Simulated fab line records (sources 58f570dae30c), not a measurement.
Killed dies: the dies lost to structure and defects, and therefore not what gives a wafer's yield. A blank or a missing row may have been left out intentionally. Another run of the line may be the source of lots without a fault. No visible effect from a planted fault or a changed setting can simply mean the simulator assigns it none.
The tool behind it: which one? || flow berkeleyCmos170 || Sampling: 15 lots, 45 wafers, 7 of 331 route steps

WHAT THE GAUGES SHOWED, per wafer
UCB170_GATE_OVL_MEAS_13.
{"lot": "L682", "measured": "day 7 15:44", "on": "overlay-02", "GATE_OVL (nm)": "2 -6 -4"}
{"lot": "L683", "measured": "day 8 04:05", "on": "overlay-02", "GATE_OVL (nm)": "-11 -3 1"}
{"lot": "L685", "measured": "day 8 04:13", "on": "overlay-01", "GATE_OVL (nm)": "-6 -5 -14"}
{"lot": "L684", "measured": "day 8 04:36", "on": "overlay-01", "GATE_OVL (nm)": "-6 -13 -8"}
{"lot": "L687", "measured": "day 8 21:59", "on": "overlay-01", "GATE_OVL (nm)": "-2 -6 -2"}
{"lot": "L690", "measured": "day 9 13:59", "on": "overlay-02", "GATE_OVL (nm)": "-12 -7 -3"}
{"lot": "L691", "measured": "day 9 14:17", "on": "overlay-01", "GATE_OVL (nm)": "-8 -9 -9"}
{"lot": "L695", "measured": "day 10 13:34", "on": "overlay-02", "GATE_OVL (nm)": "9 11 3"}
{"lot": "L694", "measured": "day 10 13:35", "on": "overlay-01", "GATE_OVL (nm)": "-8 -8 -4"}
{"lot": "L699", "measured": "day 10 17:46", "on": "overlay-01", "GATE_OVL (nm)": "6 3 0"}
{"lot": "L698", "measured": "day 10 18:01", "on": "overlay-02", "GATE_OVL (nm)": "-10 -7 -10"}
{"lot": "L701", "measured": "day 11 17:05", "on": "overlay-01", "GATE_OVL (nm)": "1 -4 3"}
{"lot": "L700", "measured": "day 11 17:13", "on": "overlay-01", "GATE_OVL (nm)": "1 -11 -5"}
{"lot": "L704", "measured": "day 11 20:47", "on": "overlay-02", "GATE_OVL (nm)": "-5 -5 -6"}
{"lot": "L703", "measured": "day 11 22:26", "on": "overlay-01", "GATE_OVL (nm)": "2 -1 -6"}

UCB170_PSD_TW_MEAS_10.
{"lot": "L682", "measured": "day 8 03:50", "on": "filmMetro-04", "PSD_TW": "2338 2328 2334"}
{"lot": "L683", "measured": "day 8 19:34", "on": "filmMetro-04", "PSD_TW": "2314 2327 2322"}
{"lot": "L685", "measured": "day 8 20:03", "on": "filmMetro-02", "PSD_TW": "2319 2297 2299"}
{"lot": "L684", "measured": "day 8 19:56", "on": "filmMetro-01", "PSD_TW": "2367 2368 2361"}
{"lot": "L687", "measured": "day 9 13:37", "on": "filmMetro-01", "PSD_TW": "2360 2363 2346"}
{"lot": "L690", "measured": "day 10 04:10", "on": "filmMetro-01", "PSD_TW": "2333 2338 2344"}
{"lot": "L691", "measured": "day 10 04:23", "on": "filmMetro-01", "PSD_TW": "2338 2342 2337"}
{"lot": "L695", "measured": "day 11 00:32", "on": "filmMetro-01", "PSD_TW": "2341 2344 2351"}
{"lot": "L694", "measured": "day 11 00:39", "on": "filmMetro-02", "PSD_TW": "2145 2145 2139"}
{"lot": "L699", "measured": "day 11 06:23", "on": "filmMetro-01", "PSD_TW": "2342 2328 2337"}
{"lot": "L698", "measured": "day 11 06:07", "on": "filmMetro-04", "PSD_TW": "2141 2137 2141"}
{"lot": "L701", "measured": "day 12 10:05", "on": "filmMetro-02", "PSD_TW": "2303 2327 2315"}
{"lot": "L700", "measured": "day 12 10:19", "on": "filmMetro-01", "PSD_TW": "2193 2166 2189"}
{"lot": "L704", "measured": "day 12 10:25", "on": "filmMetro-04", "PSD_TW": "2319 2307 2313"}
{"lot": "L703", "measured": "day 12 10:35", "on": "filmMetro-02", "PSD_TW": "2331 2316 2328"}

UCB170_SDANNEAL_RS_MEAS_02: uses a four-point probe to measure.
{"lot": "L682", "measured": "day 8 06:56", "on": "filmMetro-04", "PSD_RS (ohm/sq)": "75.58 75.86 75.86"}
{"lot": "L683", "measured": "day 8 22:40", "on": "filmMetro-04", "PSD_RS (ohm/sq)": "75.79 75.66 75.84"}
{"lot": "L685", "measured": "day 8 23:13", "on": "filmMetro-02", "PSD_RS (ohm/sq)": "75.67 75.47 75.71"}
{"lot": "L684", "measured": "day 8 23:12", "on": "filmMetro-04", "PSD_RS (ohm/sq)": "75.56 75.51 75.63"}
{"lot": "L687", "measured": "day 9 16:51", "on": "filmMetro-02", "PSD_RS (ohm/sq)": "76.10 75.78 75.80"}
{"lot": "L690", "measured": "day 10 06:52", "on": "filmMetro-02", "PSD_RS (ohm/sq)": "75.32 75.25 75.17"}
{"lot": "L691", "measured": "day 10 07:17", "on": "filmMetro-01", "PSD_RS (ohm/sq)": "75.50 75.51 75.40"}
{"lot": "L695", "measured": "day 11 05:46", "on": "filmMetro-02", "PSD_RS (ohm/sq)": "75.72 75.53 75.35"}
{"lot": "L694", "measured": "day 11 06:50", "on": "filmMetro-02", "PSD_RS (ohm/sq)": "90.17 90.14 90.24"}
{"lot": "L699", "measured": "day 11 10:17", "on": "filmMetro-02", "PSD_RS (ohm/sq)": "75.38 75.28 75.72"}
{"lot": "L698", "measured": "day 11 09:55", "on": "filmMetro-04", "PSD_RS (ohm/sq)": "89.83 89.81 89.81"}
{"lot": "L701", "measured": "day 12 16:20", "on": "filmMetro-04", "PSD_RS (ohm/sq)": "75.34 75.31 75.75"}
{"lot": "L700", "measured": "day 12 16:16", "on": "filmMetro-01", "PSD_RS (ohm/sq)": "89.83 90.08 89.72"}
{"lot": "L704", "measured": "day 12 16:12", "on": "filmMetro-02", "PSD_RS (ohm/sq)": "75.14 75.47 75.27"}
{"lot": "L703", "measured": "day 12 16:42", "on": "filmMetro-02", "PSD_RS (ohm/sq)": "75.19 75.19 75.47"}

TOOL THAT RAN EACH LOT (tool first, then ch and the chambers of the sampled wafers, then the start)
{"lot": "L682", "UCB170_GATE_ETCH_14": "rieDiel-02 ch 0,2, day 7 15:47", "UCB170_NLDD_STRIP_10": "plasmaAsher-02 ch 0,1, day 7 19:58", "UCB170_PSD_IMPLANT_08": "implanter-04 ch 0, day 8 03:35", "UCB170_PSD_STRIP_09": "plasmaAsher-03 ch 0,1, day 8 03:44"}
{"lot": "L683", "UCB170_GATE_ETCH_14": "rieDiel-04 ch 0,1, day 8 04:08", "UCB170_NLDD_STRIP_10": "plasmaAsher-01 ch 0,1, day 8 09:21", "UCB170_PSD_IMPLANT_08": "implanter-04 ch 0, day 8 19:19", "UCB170_PSD_STRIP_09": "plasmaAsher-02 ch 1, day 8 19:28"}
{"lot": "L685", "UCB170_GATE_ETCH_14": "rieDiel-03 ch 0,1,3, day 8 04:14", "UCB170_NLDD_STRIP_10": "plasmaAsher-04 ch 0,1, day 8 09:54", "UCB170_PSD_IMPLANT_08": "implanter-02 ch 0, day 8 19:48", "UCB170_PSD_STRIP_09": "plasmaAsher-01 ch 0,1, day 8 19:57"}
{"lot": "L684", "UCB170_GATE_ETCH_14": "rieDiel-04 ch 0,1,2, day 8 04:38", "UCB170_NLDD_STRIP_10": "plasmaAsher-04 ch 0,1, day 8 09:38", "UCB170_PSD_IMPLANT_08": "implanter-04 ch 0, day 8 19:43", "UCB170_PSD_STRIP_09": "plasmaAsher-02 ch 0,1, day 8 19:50"}
{"lot": "L687", "UCB170_GATE_ETCH_14": "rieDiel-04 ch 1,2,3, day 8 22:02", "UCB170_NLDD_STRIP_10": "plasmaAsher-04 ch 0,1, day 9 02:14", "UCB170_PSD_IMPLANT_08": "implanter-04 ch 0, day 9 13:25", "UCB170_PSD_STRIP_09": "plasmaAsher-02 ch 0,1, day 9 13:31"}
{"lot": "L690", "UCB170_GATE_ETCH_14": "rieDiel-02 ch 1,2,3, day 9 14:02", "UCB170_NLDD_STRIP_10": "plasmaAsher-04 ch 0,1, day 9 18:09", "UCB170_PSD_IMPLANT_08": "implanter-04 ch 0, day 10 03:55", "UCB170_PSD_STRIP_09": "plasmaAsher-02 ch 0,1, day 10 04:04"}
{"lot": "L691", "UCB170_GATE_ETCH_14": "rieDiel-04 ch 0,3, day 9 14:18", "UCB170_NLDD_STRIP_10": "plasmaAsher-02 ch 0,1, day 9 18:22", "UCB170_PSD_IMPLANT_08": "implanter-02 ch 0, day 10 04:10", "UCB170_PSD_STRIP_09": "plasmaAsher-03 ch 0,1, day 10 04:18"}
{"lot": "L695", "UCB170_GATE_ETCH_14": "rieDiel-03 ch 0,1,3, day 10 13:35", "UCB170_NLDD_STRIP_10": "plasmaAsher-04 ch 0,1, day 10 17:28", "UCB170_PSD_IMPLANT_08": "implanter-02 ch 0, day 11 00:17", "UCB170_PSD_STRIP_09": "plasmaAsher-03 ch 0,1, day 11 00:26"}
{"lot": "L694", "UCB170_GATE_ETCH_14": "rieDiel-02 ch 0,2, day 10 13:37", "UCB170_NLDD_STRIP_10": "plasmaAsher-01 ch 0,1, day 10 17:45", "UCB170_PSD_IMPLANT_08": "implanter-04 ch 0, day 11 00:24", "UCB170_PSD_STRIP_09": "plasmaAsher-02 ch 0,1, day 11 00:33"}
{"lot": "L699", "UCB170_GATE_ETCH_14": "rieDiel-03 ch 1,2, day 10 17:49", "UCB170_NLDD_STRIP_10": "plasmaAsher-02 ch 0,1, day 10 22:28", "UCB170_PSD_IMPLANT_08": "implanter-02 ch 0, day 11 06:08", "UCB170_PSD_STRIP_09": "plasmaAsher-01 ch 0,1, day 11 06:17"}
{"lot": "L698", "UCB170_GATE_ETCH_14": "rieDiel-02 ch 0,1,2, day 10 18:03", "UCB170_NLDD_STRIP_10": "plasmaAsher-04 ch 0,1, day 10 22:49", "UCB170_PSD_IMPLANT_08": "implanter-04 ch 0, day 11 05:52", "UCB170_PSD_STRIP_09": "plasmaAsher-03 ch 0,1, day 11 06:01"}
{"lot": "L701", "UCB170_GATE_ETCH_14": "rieDiel-04 ch 1,2, day 11 17:07", "UCB170_NLDD_STRIP_10": "plasmaAsher-01 ch 0,1, day 12 00:08", "UCB170_PSD_IMPLANT_08": "implanter-02 ch 0, day 12 09:50", "UCB170_PSD_STRIP_09": "plasmaAsher-01 ch 0,1, day 12 09:59"}
{"lot": "L700", "UCB170_GATE_ETCH_14": "rieDiel-02 ch 0,1, day 11 17:14", "UCB170_NLDD_STRIP_10": "plasmaAsher-01 ch 0,1, day 12 00:54", "UCB170_PSD_IMPLANT_08": "implanter-04 ch 0, day 12 10:07", "UCB170_PSD_STRIP_09": "plasmaAsher-02 ch 0,1, day 12 10:14"}
{"lot": "L704", "UCB170_GATE_ETCH_14": "rieDiel-03 ch 0,1,3, day 11 20:49", "UCB170_NLDD_STRIP_10": "plasmaAsher-01 ch 0,1, day 12 03:07", "UCB170_PSD_IMPLANT_08": "implanter-01 ch 0, day 12 10:10", "UCB170_PSD_STRIP_09": "plasmaAsher-01 ch 0,1, day 12 10:19"}
{"lot": "L703", "UCB170_GATE_ETCH_14": "rieDiel-02 ch 0,1,3, day 11 22:28", "UCB170_NLDD_STRIP_10": "plasmaAsher-02 ch 0,1, day 12 03:40", "UCB170_PSD_IMPLANT_08": "implanter-02 ch 0, day 12 10:20", "UCB170_PSD_STRIP_09": "plasmaAsher-03 ch 0,1, day 12 10:28"}
- UCB170_GATE_ETCH_14: etches BARC in N2/H2.
- UCB170_NLDD_STRIP_10: strips in O2.
- UCB170_PSD_IMPLANT_08
- UCB170_PSD_STRIP_09: strips in O2.

AS READ BY THE TOOLS THEMSELVES (means over the sampled wafers that have a number; for cases with no such wafer, the mark the record gives instead)
UCB170_GATE_ETCH_14.
{"lot": "L682", "tool": "rieDiel-02", "drypumpMotorCurrentA (A)": 6.0, "h2FlowSccm (sccm)": 200.0, "oesProductAu (a.u.)": 1.023, "throttleValvePct (%)": 13.33}
{"lot": "L683", "tool": "rieDiel-04", "drypumpMotorCurrentA (A)": 6.2, "h2FlowSccm (sccm)": 199.4, "oesProductAu (a.u.)": 1.013, "throttleValvePct (%)": 13.38}
{"lot": "L685", "tool": "rieDiel-03", "drypumpMotorCurrentA (A)": 5.9, "h2FlowSccm (sccm)": 200.0, "oesProductAu (a.u.)": 0.998, "throttleValvePct (%)": 13.41}
{"lot": "L684", "tool": "rieDiel-04", "drypumpMotorCurrentA (A)": 6.3, "h2FlowSccm (sccm)": 199.8, "oesProductAu (a.u.)": 1.009, "throttleValvePct (%)": 13.28}
{"lot": "L687", "tool": "rieDiel-04", "drypumpMotorCurrentA (A)": 6.0, "h2FlowSccm (sccm)": 199.7, "oesProductAu (a.u.)": 1.013, "throttleValvePct (%)": 13.29}
{"lot": "L690", "tool": "rieDiel-02", "drypumpMotorCurrentA (A)": 5.9, "h2FlowSccm (sccm)": 199.4, "oesProductAu (a.u.)": 0.993, "throttleValvePct (%)": 13.37}
{"lot": "L691", "tool": "rieDiel-04", "drypumpMotorCurrentA (A)": 6.1, "h2FlowSccm (sccm)": 200.3, "oesProductAu (a.u.)": 1.001, "throttleValvePct (%)": 13.32}
{"lot": "L695", "tool": "rieDiel-03", "drypumpMotorCurrentA (A)": 5.9, "h2FlowSccm (sccm)": 199.5, "oesProductAu (a.u.)": 0.994, "throttleValvePct (%)": 13.41}
{"lot": "L694", "tool": "rieDiel-02", "drypumpMotorCurrentA (A)": 6.0, "h2FlowSccm (sccm)": 199.9, "oesProductAu (a.u.)": 1.014, "throttleValvePct (%)": 13.34}
{"lot": "L699", "tool": "rieDiel-03", "drypumpMotorCurrentA (A)": 5.1, "h2FlowSccm (sccm)": 200.2, "oesProductAu (a.u.)": 1.015, "throttleValvePct (%)": 13.45}
{"lot": "L698", "tool": "rieDiel-02", "drypumpMotorCurrentA (A)": 5.9, "h2FlowSccm (sccm)": 200.5, "oesProductAu (a.u.)": 1.001, "throttleValvePct (%)": 13.33}
{"lot": "L701", "tool": "rieDiel-04", "drypumpMotorCurrentA (A)": 6.3, "h2FlowSccm (sccm)": 200.1, "oesProductAu (a.u.)": 1.002, "throttleValvePct (%)": 13.15}
{"lot": "L700", "tool": "rieDiel-02", "drypumpMotorCurrentA (A)": 5.7, "h2FlowSccm (sccm)": 200.0, "oesProductAu (a.u.)": 0.998, "throttleValvePct (%)": 13.29}
{"lot": "L704", "tool": "rieDiel-03", "drypumpMotorCurrentA (A)": 5.9, "h2FlowSccm (sccm)": 200.5, "oesProductAu (a.u.)": 0.999, "throttleValvePct (%)": 13.40}
{"lot": "L703", "tool": "rieDiel-02", "drypumpMotorCurrentA (A)": 5.6, "h2FlowSccm (sccm)": 199.9, "oesProductAu (a.u.)": 1.002, "throttleValvePct (%)": 13.32}

UCB170_NLDD_STRIP_10.
{"lot": "L682", "tool": "plasmaAsher-02", "drypumpMotorCurrentA (A)": 5.3, "oesProductAu (a.u.)": 0.735, "stripTimeToEndpointS (s)": 21.70}
{"lot": "L683", "tool": "plasmaAsher-01", "drypumpMotorCurrentA (A)": 6.0, "oesProductAu (a.u.)": 0.733, "stripTimeToEndpointS (s)": 21.65}
{"lot": "L685", "tool": "plasmaAsher-04", "drypumpMotorCurrentA (A)": 5.5, "oesProductAu (a.u.)": 0.733, "stripTimeToEndpointS (s)": 21.68}
{"lot": "L684", "tool": "plasmaAsher-04", "drypumpMotorCurrentA (A)": 5.5, "oesProductAu (a.u.)": 0.735, "stripTimeToEndpointS (s)": 21.64}
{"lot": "L687", "tool": "plasmaAsher-04", "drypumpMotorCurrentA (A)": 5.5, "oesProductAu (a.u.)": 0.736, "stripTimeToEndpointS (s)": 21.54}
{"lot": "L690", "tool": "plasmaAsher-04", "drypumpMotorCurrentA (A)": 5.5, "oesProductAu (a.u.)": 0.737, "stripTimeToEndpointS (s)": 21.63}
{"lot": "L691", "tool": "plasmaAsher-02", "drypumpMotorCurrentA (A)": 5.5, "oesProductAu (a.u.)": 0.735, "stripTimeToEndpointS (s)": 21.64}
{"lot": "L695", "tool": "plasmaAsher-04", "drypumpMotorCurrentA (A)": 5.5, "oesProductAu (a.u.)": 0.740, "stripTimeToEndpointS (s)": 21.67}
{"lot": "L694", "tool": "plasmaAsher-01", "drypumpMotorCurrentA (A)": 6.1, "oesProductAu (a.u.)": 0.733, "stripTimeToEndpointS (s)": 21.56}
{"lot": "L699", "tool": "plasmaAsher-02", "drypumpMotorCurrentA (A)": 5.5, "oesProductAu (a.u.)": 0.732, "stripTimeToEndpointS (s)": 21.70}
{"lot": "L698", "tool": "plasmaAsher-04", "drypumpMotorCurrentA (A)": 5.5, "oesProductAu (a.u.)": 0.734, "stripTimeToEndpointS (s)": 21.64}
{"lot": "L701", "tool": "plasmaAsher-01", "drypumpMotorCurrentA (A)": 6.0, "oesProductAu (a.u.)": 0.739, "stripTimeToEndpointS (s)": 21.71}
{"lot": "L700", "tool": "plasmaAsher-01", "drypumpMotorCurrentA (A)": 6.1, "oesProductAu (a.u.)": 0.734, "stripTimeToEndpointS (s)": 21.69}
{"lot": "L704", "tool": "plasmaAsher-01", "drypumpMotorCurrentA (A)": 6.0, "oesProductAu (a.u.)": 0.732, "stripTimeToEndpointS (s)": 21.67}
{"lot": "L703", "tool": "plasmaAsher-02", "drypumpMotorCurrentA (A)": 5.3, "oesProductAu (a.u.)": 0.735, "stripTimeToEndpointS (s)": 21.64}

UCB170_PSD_IMPLANT_08.
{"lot": "L682", "tool": "implanter-04", "beamOnS (s)": 9.91, "endStationPressureTorr (Torr)": 1.23e-05, "faradayCurrentUA": 9326}
{"lot": "L683", "tool": "implanter-04", "beamOnS (s)": 10.16, "endStationPressureTorr (Torr)": 1.28e-05, "faradayCurrentUA": 9100}
{"lot": "L685", "tool": "implanter-02", "beamOnS (s)": 10.06, "endStationPressureTorr (Torr)": 1.30e-05, "faradayCurrentUA": 9216}
{"lot": "L684", "tool": "implanter-04", "beamOnS (s)": 9.93, "endStationPressureTorr (Torr)": 1.24e-05, "faradayCurrentUA": 9338}
{"lot": "L687", "tool": "implanter-04", "beamOnS (s)": 9.89, "endStationPressureTorr (Torr)": 1.27e-05, "faradayCurrentUA": 9354}
{"lot": "L690", "tool": "implanter-04", "beamOnS (s)": 9.95, "endStationPressureTorr (Torr)": 1.25e-05, "faradayCurrentUA": 9283}
{"lot": "L691", "tool": "implanter-02", "beamOnS (s)": 9.81, "endStationPressureTorr (Torr)": 1.23e-05, "faradayCurrentUA": 9430}
{"lot": "L695", "tool": "implanter-02", "beamOnS (s)": 9.83, "endStationPressureTorr (Torr)": 1.24e-05, "faradayCurrentUA": 9408}
{"lot": "L694", "tool": "implanter-04", "beamOnS (s)": 7.76, "endStationPressureTorr (Torr)": 1.33e-05, "faradayCurrentUA": 11927}
{"lot": "L699", "tool": "implanter-02", "beamOnS (s)": 9.88, "endStationPressureTorr (Torr)": 1.21e-05, "faradayCurrentUA": 9383}
{"lot": "L698", "tool": "implanter-04", "beamOnS (s)": 7.68, "endStationPressureTorr (Torr)": 1.33e-05, "faradayCurrentUA": 12059}
{"lot": "L701", "tool": "implanter-02", "beamOnS (s)": 10.05, "endStationPressureTorr (Torr)": 1.26e-05, "faradayCurrentUA": 9209}
{"lot": "L700", "tool": "implanter-04", "beamOnS (s)": 7.85, "endStationPressureTorr (Torr)": 1.38e-05, "faradayCurrentUA": 11772}
{"lot": "L704", "tool": "implanter-01", "beamOnS (s)": 10.00, "endStationPressureTorr (Torr)": 1.33e-05, "faradayCurrentUA": 9258}
{"lot": "L703", "tool": "implanter-02", "beamOnS (s)": 9.81, "endStationPressureTorr (Torr)": 1.24e-05, "faradayCurrentUA": 9421}

UCB170_PSD_STRIP_09.
{"lot": "L682", "tool": "plasmaAsher-03", "drypumpMotorCurrentA (A)": 5.7, "oesProductAu (a.u.)": 0.599, "stripTimeToEndpointS (s)": 29.47}
{"lot": "L683", "tool": "plasmaAsher-02", "drypumpMotorCurrentA (A)": 5.9, "oesProductAu (a.u.)": 0.602, "stripTimeToEndpointS (s)": 29.43}
{"lot": "L685", "tool": "plasmaAsher-01", "drypumpMotorCurrentA (A)": 6.1, "oesProductAu (a.u.)": 0.603, "stripTimeToEndpointS (s)": 29.30}
{"lot": "L684", "tool": "plasmaAsher-02", "drypumpMotorCurrentA (A)": 5.3, "oesProductAu (a.u.)": 0.604, "stripTimeToEndpointS (s)": 29.42}
{"lot": "L687", "tool": "plasmaAsher-02", "drypumpMotorCurrentA (A)": 5.5, "oesProductAu (a.u.)": 0.601, "stripTimeToEndpointS (s)": 29.37}
{"lot": "L690", "tool": "plasmaAsher-02", "drypumpMotorCurrentA (A)": 5.6, "oesProductAu (a.u.)": 0.598, "stripTimeToEndpointS (s)": 29.42}
{"lot": "L691", "tool": "plasmaAsher-03", "drypumpMotorCurrentA (A)": 5.7, "oesProductAu (a.u.)": 0.606, "stripTimeToEndpointS (s)": 29.46}
{"lot": "L695", "tool": "plasmaAsher-03", "drypumpMotorCurrentA (A)": 5.3, "oesProductAu (a.u.)": 0.603, "stripTimeToEndpointS (s)": 29.35}
{"lot": "L694", "tool": "plasmaAsher-02", "drypumpMotorCurrentA (A)": 5.6, "oesProductAu (a.u.)": 0.638, "stripTimeToEndpointS (s)": 26.85}
{"lot": "L699", "tool": "plasmaAsher-01", "drypumpMotorCurrentA (A)": 6.1, "oesProductAu (a.u.)": 0.597, "stripTimeToEndpointS (s)": 29.39}
{"lot": "L698", "tool": "plasmaAsher-03", "drypumpMotorCurrentA (A)": 5.7, "oesProductAu (a.u.)": 0.632, "stripTimeToEndpointS (s)": 26.87}
{"lot": "L701", "tool": "plasmaAsher-01", "drypumpMotorCurrentA (A)": 6.1, "oesProductAu (a.u.)": 0.601, "stripTimeToEndpointS (s)": 29.48}
{"lot": "L700", "tool": "plasmaAsher-02", "drypumpMotorCurrentA (A)": 5.6, "oesProductAu (a.u.)": 0.637, "stripTimeToEndpointS (s)": 26.80}
{"lot": "L704", "tool": "plasmaAsher-01", "drypumpMotorCurrentA (A)": 6.0, "oesProductAu (a.u.)": 0.600, "stripTimeToEndpointS (s)": 29.45}
{"lot": "L703", "tool": "plasmaAsher-03", "drypumpMotorCurrentA (A)": 5.3, "oesProductAu (a.u.)": 0.604, "stripTimeToEndpointS (s)": 29.43}

THE ANSWER, worked out from the rows above alone
Rule: what is usual is taken from the lots themselves. The widest of any qualifying gaps counts: lots, ordered by their means at a reading, are off when they make up no more than a third of the lots, leave a main group of 4 or more, and stand apart from it by 3 or more times the standard deviation of that group's means. The tables above print the reading to a certain number of digits; a main group whose means all agree to those digits is not used. Also off: a lot with no number at a reading for which 4 or more lots have one. The other lots that the step has rows for count as sound. Order of review: gauges by route order, followed by the tools' own readings, for which a lot's mean as printed above is used. The first step at which some lot is off is used, and at that step the reading that is off furthest; a lot without a number counts as furthest.
Off: L694, L698, L700, seen at UCB170_PSD_TW_MEAS_10 (PSD_TW). Main group: mean 2333, sd 17.
A tool fits if, at a process step before that reading, it ran every lot that is off, and no sound lot after the first of them. Not tried: the gauges at UCB170_PSD_TW_MEAS_10; whatever is off there is also off at UCB170_PSD_IMPLANT_08, on other tools, and gauge error can't account for it. One fits: implanter-04 at UCB170_PSD_IMPLANT_08. Its last sound lot is L690 (day 10 03:55), its first lot that is off L694 (day 11 00:24): a fault that began between those two fits.
The tool's own readings at UCB170_PSD_IMPLANT_08 bear it out: on the lots that are off they differ by more than 5 times the standard deviation of the sound lots' means. beamOnS reads 7.76 s there against 9.94 s on the sound lots; faradayCurrentUA reads 11919 there against 9310 on the sound lots.

WHAT HAD BEEN PUT IN BY THE SIMULATOR
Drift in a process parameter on implanter-04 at UCB170_PSD_IMPLANT_08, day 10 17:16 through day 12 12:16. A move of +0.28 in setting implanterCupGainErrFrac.
Shown lots that were struck: L694, L698, L700. The rule given above showed the same thing.
